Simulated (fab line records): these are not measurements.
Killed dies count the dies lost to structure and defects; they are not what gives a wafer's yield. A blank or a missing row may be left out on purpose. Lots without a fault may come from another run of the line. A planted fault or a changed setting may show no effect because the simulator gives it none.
Which tool was responsible? ; flow berkeley cmos170 ; 15 lots with 45 wafers sampled at 5 steps, on a route of 331 steps

## WHAT THE GAUGES SHOWED, per wafer
UCB170_NWELL_TW_MEAS_16.
lot;measured;on;NWELL_TW
L974;day 2 10:51;film metro-03;1233 1239 1243
L975;day 2 17:48;film metro-04;1256 1257 1259
L976;day 2 23:35;film metro-04;1261 1262 1260
L977;day 3 04:10;film metro-03;1244 1243 1244
L978;day 3 10:59;film metro-04;1259 1262 1250
L979;day 3 19:20;film metro-03;1242 1248 1238
L980;day 3 19:37;film metro-02;1240 1242 1230
L985;day 4 22:28;film metro-02;1251 1241 1246
L986;day 5 03:52;film metro-04;1248 1241 1256
L991;day 6 01:30;film metro-02;1245 1242 1239
L992;day 6 07:07;film metro-02;1245 1245 1253
L993;day 6 08:07;film metro-04;1262 1267 1269
L995;day 6 13:23;film metro-04;1257 1256 1261
L996;day 6 22:11;film metro-02;1235 1249 1244
L997;day 6 22:25;film metro-04;1264 1266 1260

UCB170_SACOX_THK_MEAS_02.
lot;measured;on;SACOX_OXIDE_THK (nm)
L974;day 5 23:12;film metro-01;14.95 15.17 14.96
L975;day 5 23:08;film metro-02;14.38 14.59 14.53
L976;day 5 23:12;film metro-02;14.58 14.42 14.65
L977;day 5 23:15;film metro-02;14.31 14.36 14.46
L978;day 5 23:09;film metro-01;14.42 14.32 14.48
L979;day 7 01:35;film metro-02;22.98 22.93 23.27 22.96 22.90 23.26
L980;day 6 23:15;film metro-01;14.63 14.59 14.23
L985;day 8 08:57;film metro-02;22.45 22.10 22.17 22.38 22.09 22.16
L986;day 8 08:53;film metro-03;22.76 21.88 22.85 22.75 21.87 22.88
L991;day 9 05:06;film metro-03;14.27 14.36 14.26
L992;day 9 05:05;film metro-01;14.66 14.58 14.55
L993;day 9 05:05;film metro-02;14.61 14.84 15.03
L995;day 9 18:01;film metro-03;14.26 14.35 14.35
L996;day 10 01:56;film metro-02;14.56 14.43 14.44
L997;day 10 01:56;film metro-01;14.81 14.76 14.77

UCB170_GATE_THK_MEAS_05.
lot;measured;on;GATE_POLY_THK (nm)
L974;day 6 23:03;film metro-01;212.8 215.9 214.1
L975;day 6 23:04;film metro-02;214.0 214.3 212.9
L976;day 6 23:07;film metro-01;215.0 214.6 216.4
L977;day 6 23:07;film metro-02;214.1 212.0 213.5
L978;day 6 23:00;film metro-01;213.8 215.4 215.7
L979;day 7 23:50;film metro-02;214.7 213.9 214.9
L980;day 7 23:51;film metro-01;215.4 214.0 214.5
L985;day 9 12:59;film metro-03;213.5 212.8 212.3
L986;day 9 12:59;film metro-02;214.7 212.0 213.8
L991;day 10 13:56;film metro-02;216.0 216.4 218.1
L992;day 10 13:55;film metro-01;213.4 214.5 212.9
L993;day 10 13:55;film metro-03;213.9 214.8 212.4
L995;day 10 23:29;film metro-01;214.5 214.9 215.7
L996;day 11 11:29;film metro-02;212.9 215.7 213.9
L997;day 11 11:28;film metro-01;214.4 214.5 215.5

## WHICH TOOL RAN EACH LOT (tool, then ch and the chambers of the sampled wafers, then the start)
lot;UCB170_ZERO_STRIP_07;UCB170_SACOX_OXIDATION_01
L974;plasma asher-02 ch 0,1, day 1 18:26;furnace-01 ch 0, day 5 21:28
L975;plasma asher-02 ch 0,1, day 2 01:43;furnace-01 ch 0, day 5 21:28
L976;plasma asher-02 ch 0,1, day 2 08:12;furnace-01 ch 0, day 5 21:28
L977;plasma asher-01 ch 0,1, day 2 12:26;furnace-01 ch 0, day 5 21:28
L978;plasma asher-01 ch 0,1, day 2 18:03;furnace-01 ch 0, day 5 21:28
L979;plasma asher-01 ch 0,1, day 3 00:58;furnace-04 ch 0, day 6 21:35 and furnace-02 ch 0, day 6 23:55
L980;plasma asher-02 ch 0,1, day 3 01:20;furnace-04 ch 0, day 6 21:35
L985;plasma asher-01 ch 0,1, day 4 03:58;furnace-04 ch 0, day 8 04:02
L986;plasma asher-01 ch 0,1, day 4 14:28;furnace-04 ch 0, day 8 04:02
L991;plasma asher-02 ch 0,1, day 5 08:13;furnace-02 ch 0, day 9 03:25
L992;plasma asher-03 ch 0,1, day 5 17:29;furnace-02 ch 0, day 9 03:25
L993;plasma asher-03 ch 0,1, day 5 18:05;furnace-02 ch 0, day 9 03:25
L995;plasma asher-01 ch 0,1, day 6 04:04;furnace-04 ch 0, day 9 16:20
L996;plasma asher-02 ch 0,1, day 6 10:12;furnace-04 ch 0, day 10 00:16
L997;plasma asher-03 ch 0,1, day 6 13:32;furnace-04 ch 0, day 10 00:16
- UCB170_ZERO_STRIP_07: strips in O2.
- UCB170_SACOX_OXIDATION_01: target thk 14.4 nm, ox time 2400 s.

## WHAT THE TOOLS THEMSELVES READ (means of the sampled wafers that have a number; where no wafer has one, the mark that the record gives instead)
UCB170_ZERO_STRIP_07.
lot;tool;drypump motor current A (A);oes product au (a.u.);strip time to endpoint s (s)
L974;plasma asher-02;5.3;0.724;21.57
L975;plasma asher-02;5.6;0.724;21.58
L976;plasma asher-02;5.3;0.720;21.52
L977;plasma asher-01;5.3;0.731;21.55
L978;plasma asher-01;5.3;0.729;21.52
L979;plasma asher-01;5.0;0.731;21.52
L980;plasma asher-02;5.3;0.727;21.60
L985;plasma asher-01;4.9;0.732;21.57
L986;plasma asher-01;5.2;0.728;21.55
L991;plasma asher-02;5.4;0.724;21.48
L992;plasma asher-03;5.7;0.728;21.48
L993;plasma asher-03;5.7;0.729;21.52
L995;plasma asher-01;5.0;0.728;21.45
L996;plasma asher-02;5.6;0.727;21.52
L997;plasma asher-03;5.4;0.723;21.47

## THE ANSWER, worked out from the rows above alone
Rule: the usual values come from the lots themselves. Put in order of their means at a reading, lots are off if they are a third of the lots or fewer, leave a main group of 4 or more, and stand apart from it by a gap of 3 or more times the standard deviation of the main group's means; of several such gaps the widest counts. A main group whose means are all the same, to the digits that the tables above print for the reading, isn't used. Also off: a lot with no number at a reading for which 4 or more lots have one. All remaining lots with rows at the step are treated as sound. Order of review: gauges by route order, followed by the tools' own readings, for which a lot's mean as printed above is used. At the first step where some lot is off, the reading lying furthest off is the one used; lots without a number count as furthest.
Off: L979, L985, L986, seen at UCB170_SACOX_THK_MEAS_02 (SACOX_OXIDE_THK). Mean 14.55 nm and standard deviation 0.21 in the main group.
If a tool, at a process step before that reading, ran all the lots that are off and no sound lot after the first of them, it fits. The gauges at UCB170_SACOX_THK_MEAS_02 are tried like those tools. No candidate that was tried fits.

## WHAT HAD BEEN PUT IN BY THE SIMULATOR
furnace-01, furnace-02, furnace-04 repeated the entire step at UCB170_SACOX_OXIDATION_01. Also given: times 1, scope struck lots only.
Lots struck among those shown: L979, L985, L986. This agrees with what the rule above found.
